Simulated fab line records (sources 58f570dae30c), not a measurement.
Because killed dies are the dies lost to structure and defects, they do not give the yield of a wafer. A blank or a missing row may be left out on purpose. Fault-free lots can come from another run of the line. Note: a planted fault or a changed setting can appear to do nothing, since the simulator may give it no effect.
fab line records | flow berkeley-cmos170
record lots=6 wafers=18 last-day=13
route steps=331 shown WELLDRIVE@58 ACTIVE@60
lots with no fault: from the same line, run without faults
start-h: the number of hours between the record's first day and the start of the first shown wafer of the lot | wait-h: hours from the lot's prior step to this one | " as in the row above | L1.1+2: several wafers, shown together as one row | - either no value or no given start | * or withheld: withheld | < > ~ a bound
route shown NAME@n: NAME is a module with steps in the file, n the number in the route of the first one | usual: mean and standard deviation over wafers with no fault | same: alike in all rows | chamber/n: place in a boat | sites: per-site readings | _std_site: how widely they spread, as a standard deviation | _edge_site: the outer-site mean with the inner-site mean subtracted | radius-mm: how far each site lies from the wafer's centre | mask NAME#n: copy n | behind: the most recent tool/chamber to have shaped the wafer | hold: the reason the lot was held/the length of the hold in hours/how it ended | device: whichever transistor did not switch (one of n, p or np) | end of line: tests of these same wafers at the route's end | where a step has no rows: the recipe by itself | killed: at the first sort, the dies lost to defects and structure; wafer yield is something else | map: per-die view of a wafer (x killed, . not killed, _ where there is no die)
set.NAME: the setting as run; set.NAME@STEP: as run at that earlier step | model.NAME: the simulator's own value behind a step, which no gauge read
lots at some steps of the route; a table a step, a row a wafer
services: the hour from which a tool's chamber was out of use, counted from the record's first day as start-h (under 0 if before that day), plus the number of hours and why
## steps
# step UCB170_WELLDRIVE_ANNEAL_03
# recipe temp-c=1100 time-s=900 ambient=N2
# step UCB170_WELLDRIVE_WET_ETCH_04
# recipe chemistry=BOE dilution=5:1 target=SiO2 temp-c=25 time-s=120
# step UCB170_ACTIVE_CLEAN_00
# recipe chemistry=SPM temp-c=120 time-s=600
# step UCB170_ACTIVE_CLEAN_01
# recipe chemistry=dHF dilution=25:1 time-s=60
# step UCB170_ACTIVE_OXIDATION_02
# recipe temp-c=1000 ambient=O2 target-thk-a=264 ox-time-s=1260
# step UCB170_ACTIVE_THK_MEAS_03
# recipe reads=SiO2_of_ACTIVE_OXIDATION_02
# usual ACTIVE_OXIDE_THK=26.2/0.55
# columns lot.wafer tool chamber start-h wait-h ACTIVE_OXIDE_THK[nm]
L253.1 film-metro-04 - 83.65 0.0 27.3
L253.4 " - " " 26.8
L253.6 " - " " 27.0
L264.1 film-metro-02 - 137.77 0.0 26.7
L264.5 " - " " 26.7
L264.6 " - " " 27.0
L262.1 film-metro-03 - 137.81 0.0 26.5
L262.3 " - " " 26.7
L262.5 " - " " 26.4
L267.2 film-metro-02 - 141.86 0.1 26.2
L267.3 " - " " 25.9
L267.5 " - " " 25.9
L270.1 film-metro-03 - 161.62 0.0 26.2
L270.2 " - " " 26.5
L270.6 " - " " 26.2
L274.1 film-metro-02 - 189.92 0.0 26.1
L274.2 " - " " 25.7
L274.3 " - " " 25.8
# step UCB170_ACTIVE_ANNEAL_04
# recipe temp-c=1000 time-s=900 ambient=N2
# step UCB170_ACTIVE_CVD_05
# recipe material=Si3N4 target-thk-nm=220 temp-c=800 precursor=SiH2Cl2/NH3 time-s=3300 pressure-mtorr=200 sih2cl2-flow-sccm=25 nh3-flow-sccm=75
# step UCB170_ACTIVE_THK_MEAS_06
# recipe reads=Si3N4_of_ACTIVE_CVD_05
# usual ACTIVE_NITRIDE_THK=221.6/2.1
# columns lot.wafer tool chamber start-h wait-h ACTIVE_NITRIDE_THK[nm]
L253.1 film-metro-03 - 89.05 0.1 221.8
L253.4 " - " " 219.2
L253.6 " - " " 219.3
L262.1 film-metro-02 - 144.75 0.0 224.9
L262.3 " - " " 224.5
L262.5 " - " " 225.6
L264.1 film-metro-03 - 144.81 0.1 226.3
L264.5 " - " " 226.7
L264.6 " - " " 225.0
L267.2 film-metro-04 - 149.29 0.0 221.4
L267.3 " - " " 222.4
L267.5 " - " " 221.5
L270.1 film-metro-03 - 169.75 0.0 222.0
L270.2 " - " " 221.0
L270.6 " - " " 220.0
L274.1 film-metro-02 - 200.53 0.0 221.6
L274.2 " - " " 218.9
L274.3 " - " " 223.5
# step UCB170_ACTIVE_HMDS_07
# recipe prime-time-s=60 prime-temp-c=100
# step UCB170_ACTIVE_COAT_08
# recipe resist=KrF spin-rpm=1500 resist-thk-nm=900
# step UCB170_ACTIVE_SOFTBAKE_09
# recipe resist=KrF temp-c=130 time-s=60
# step UCB170_ACTIVE_EXPOSE_10
# recipe mask-id=ACTIVE target-cd-nm=1200 na=0.5 sigma-outer=0.6 source-shape=conventional dose-mj=20
# usual exposure-dose-mJ-cm2=20.15/0.15 focus-offset-nm=0.1/0.53 na=0.5/0
# columns lot.wafer tool chamber start-h wait-h mask exposure-dose-mJ-cm2 focus-offset-nm na
L253.1 krf-scanner-02 0 90.49 0.3 ACTIVE#0 20.02 0.3 0.5
L253.4 " 0 " " ACTIVE#0 20.03 0.5 0.5
L253.6 " 0 " " ACTIVE#0 20.03 0.3 0.5
L262.1 krf-scanner-02 0 146.82 - ACTIVE#0 20.01 -0.1 0.5
L262.3 " 0 " " ACTIVE#0 19.98 0.5 0.5
L262.5 " 0 " " ACTIVE#0 19.97 0.3 0.5
L264.1 krf-scanner-01 - 147.06 - ACTIVE#0 - - -
L264.5 " - " " ACTIVE#0 - - -
L264.6 " - " " ACTIVE#0 - - -
L267.2 krf-scanner-02 - 151.21 - ACTIVE#0 - - -
L267.3 " - " " ACTIVE#0 - - -
L267.5 " - " " ACTIVE#0 - - -
L270.1 krf-scanner-01 0 170.38 0.2 ACTIVE#0 20.32 -0.1 0.5
L270.2 " 0 " " ACTIVE#0 20.33 -0.3 0.5
L270.6 " 0 " " ACTIVE#0 20.30 0.5 0.5
L274.1 krf-scanner-02 0 202.02 0.2 ACTIVE#0 20.01 0.4 0.5
L274.2 " 0 " " ACTIVE#0 20.00 0.0 0.5
L274.3 " 0 " " ACTIVE#0 19.98 -0.3 0.5
# step UCB170_ACTIVE_PEB_11
# recipe peb-temp-c=130 peb-time-s=withheld resist=KrF
## services
# columns tool chamber start-h hours kind
krf-scanner-01 - 77.12 - calibration
krf-scanner-02 0 97.12 - calibration
krf-scanner-01 - 99.82 0.8 pm
krf-scanner-01 0 108.56 - calibration
krf-scanner-02 - 157.68 0.8 pm
krf-scanner-02 - 170.24 4.4 pm
krf-scanner-01 - 192.61 1.0 pm
krf-scanner-02 - 193.61 1.0 pm
## key
first-sign step=UCB170_ACTIVE_EXPOSE_10 reading=tool-record direction=missing
effect none on later readings
met-at UCB170_ACTIVE_EXPOSE_10
struck-wafers L264.1,L264.5,L264.6,L267.2,L267.3,L267.5
later-rows-left-out L264.1,L264.5,L264.6,L267.2,L267.3,L267.5
sort-left-out L264.1,L264.5,L264.6,L267.2,L267.3,L267.5
tester-left-out L264,L267
onset-between 146.82 147.06
fault kind=skipped-step-whole tool=krf-scanner-01,krf-scanner-02 chamber=- onset-h=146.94 steps=UCB170_ACTIVE_EXPOSE_10 scope=struck-lots-only
# tester-left-out: of these lots the tester's yield and bins aren't shown, on N5 and GAA mostly nor the transistor test; their killed dies are dies lost to structure and defects alone, not to doping, threshold or leakage, so they don't give the yield
# sort-left-out: the simulated sort isn't trusted on such a fault, so these wafers' sort isn't shown, and their yield isn't known
# later-rows-left-out: the simulator's readings of these wafers behind a module that went badly wrong aren't trusted and aren't shown, but for the sort
